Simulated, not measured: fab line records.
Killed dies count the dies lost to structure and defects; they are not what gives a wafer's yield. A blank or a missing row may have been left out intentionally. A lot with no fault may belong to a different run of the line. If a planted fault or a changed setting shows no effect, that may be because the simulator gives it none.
What tool caused it? | flow berkeleyCmos170 | 41 wafers from 14 lots sampled at 4 of the route's 331 steps

== WHAT THE GAUGES READ, wafer by wafer ==
UCB170_M3_THK_MEAS_03: measures by xrf. Usual: M3_AL_THK gives 909 nm (standard deviation 12).
lot  | measured     | on           | M3_AL_THK (nm) | flag
L778 | day 9 01:17  | filmMetro-02 | 918 925 921    | 
L782 | day 9 15:41  | filmMetro-03 | 912 909 914    | 
L781 | day 9 15:08  | filmMetro-02 | 919 937 921    | 
L783 | day 10 04:14 | filmMetro-01 | 921 911 920    | 
L784 | day 10 04:47 | filmMetro-02 | 900 914 883    | 
L786 | day 10 15:53 | filmMetro-03 | 907 916 920    | 
L790 | day 11 09:36 | filmMetro-02 | 912 915 913    | 
L788 | day 11 06:59 | filmMetro-01 | 900 890 901    | 
L791 | day 12 01:07 | filmMetro-01 | 923 913 912    | 
L793 | day 12 01:41 | filmMetro-02 | 898 921 913    | 
L792 | day 12 01:49 | filmMetro-01 | 901 902 878    | 
L796 | day 12 14:05 | filmMetro-01 | 909 889 900    | 
L799 | day 13 02:38 | filmMetro-03 | 910 901 889    | 
L800 | day 13 06:12 | filmMetro-01 | 903 913        | 

UCB170_M3_OVL_MEAS_16. Usual: M3_OVL gives 0 nm (standard deviation 4.5).
lot  | measured     | on         | M3_OVL (nm) | flag
L778 | day 9 03:52  | overlay-01 | 5 2 -2      | 
L782 | day 9 18:28  | overlay-01 | -2 -2 -4    | 
L781 | day 9 18:10  | overlay-01 | -1 -3 0     | 
L783 | day 10 05:58 | overlay-01 | 10 8 2      | 
L784 | day 10 06:42 | overlay-02 | -5 -3 1     | 
L786 | day 10 19:50 | overlay-01 | -2 3 -5     | 
L790 | day 11 12:19 | overlay-01 | -4 0 0      | 
L788 | day 11 09:10 | overlay-01 | 1 0 3       | 
L791 | day 12 03:01 | overlay-01 | -4 -2 -3    | 
L793 | day 12 03:26 | overlay-01 | -3 -6 0     | 
L792 | day 12 04:01 | overlay-02 | -5 2 -4     | 
L796 | day 12 16:34 | overlay-01 | -2 -1 1     | 
L799 | day 13 05:43 | overlay-01 | 2 4 0       | 
L800 | day 13 08:34 | overlay-01 | -8 -10      | 

UCB170_M3_BOW_MEAS_20. Usual: M3_BOW gives 35 um (standard deviation 6.8).
lot  | measured     | on           | M3_BOW (um) | flag
L778 | day 9 04:22  | filmMetro-01 | 48 32 29    | 
L782 | day 9 18:58  | filmMetro-03 | 28 36 29    | 
L781 | day 9 18:40  | filmMetro-03 | 36 34 37    | 
L783 | day 10 06:28 | filmMetro-03 | 33 31 41    | 
L784 | day 10 07:11 | filmMetro-03 | 32 37 33    | 
L786 | day 10 20:20 | filmMetro-03 | 41 40 37    | 
L790 | day 11 12:48 | filmMetro-01 | 37 34 44    | 
L788 | day 11 09:41 | filmMetro-01 | 28 33 26    | 
L791 | day 12 03:29 | filmMetro-02 | 29 31 31    | 
L793 | day 12 03:56 | filmMetro-03 | 35 36 28    | 
L792 | day 12 04:31 | filmMetro-01 | 35 30 38    | 
L796 | day 12 17:03 | filmMetro-03 | 28 20 25    | 
L799 | day 13 06:12 | filmMetro-02 | 37 40 20    | 
L800 | day 13 09:06 | filmMetro-01 | 28 34       | 

== WHICH TOOL RAN EACH LOT (tool, then ch and the chambers of the sampled wafers, then the start) ==
lot  | UCB170_SILICIDE_SPUTTER_01
L778 | pvdSputter-02, day 8 07:52
L782 | pvdSputter-01, day 8 20:28
L781 | pvdSputter-04, day 8 20:57
L783 | pvdSputter-04, day 9 09:44
L784 | pvdSputter-02, day 9 10:20
L786 | pvdSputter-01, day 9 20:50
L790 | pvdSputter-04, day 10 12:36
L788 | pvdSputter-02, day 10 12:39
L791 | pvdSputter-02, day 11 03:38
L793 | pvdSputter-01, day 11 04:07
L792 | pvdSputter-04, day 11 04:19
L796 | pvdSputter-02, day 11 17:11
L799 | pvdSputter-02, day 12 09:13
L800 | pvdSputter-02, day 12 10:24
- UCB170_SILICIDE_SPUTTER_01: material Ti, target thk 30 nm, time 25 s.

== AS READ BY THE TOOLS THEMSELVES (means over the sampled wafers that have a number; for cases with no such wafer, the mark the record gives instead) ==
UCB170_SILICIDE_SPUTTER_01. Usual: throttleValvePct 30.2 %, standard deviation 1.2.
lot  | tool          | throttleValvePct (%) | flag
L778 | pvdSputter-02 | 30.5                 | 
L782 | pvdSputter-01 | 30.9                 | 
L781 | pvdSputter-04 | 30.5                 | 
L783 | pvdSputter-04 | 30.3                 | 
L784 | pvdSputter-02 | 30.0                 | 
L786 | pvdSputter-01 | 30.3                 | 
L790 | pvdSputter-04 | 29.1                 | 
L788 | pvdSputter-02 | 29.8                 | 
L791 | pvdSputter-02 | 30.0                 | 
L793 | pvdSputter-01 | 30.5                 | 
L792 | pvdSputter-04 | 30.5                 | 
L796 | pvdSputter-02 | 30.5                 | 
L799 | pvdSputter-02 | 30.1                 | 
L800 | pvdSputter-02 | 30.0                 | 

== THE ANSWER, worked out from the rows above alone ==
Rule: take the mean of a lot's wafers that have a number; if it is more than 3 standard deviations from the usual mean, the lot is off. Also off: a lot with no number at a reading for which 4 or more lots have one. Where the step has rows for the other lots, those lots are counted as sound. The gauges are gone through in route order, then the tools' own readings, and for those a lot's mean is taken as printed above. At the first step where some lot is off, the reading lying furthest off is the one used; lots without a number count as furthest.
Across all readings shown, no lot is off: no conclusion can be drawn from this.

== WHAT THE SIMULATOR HAD PUT IN ==
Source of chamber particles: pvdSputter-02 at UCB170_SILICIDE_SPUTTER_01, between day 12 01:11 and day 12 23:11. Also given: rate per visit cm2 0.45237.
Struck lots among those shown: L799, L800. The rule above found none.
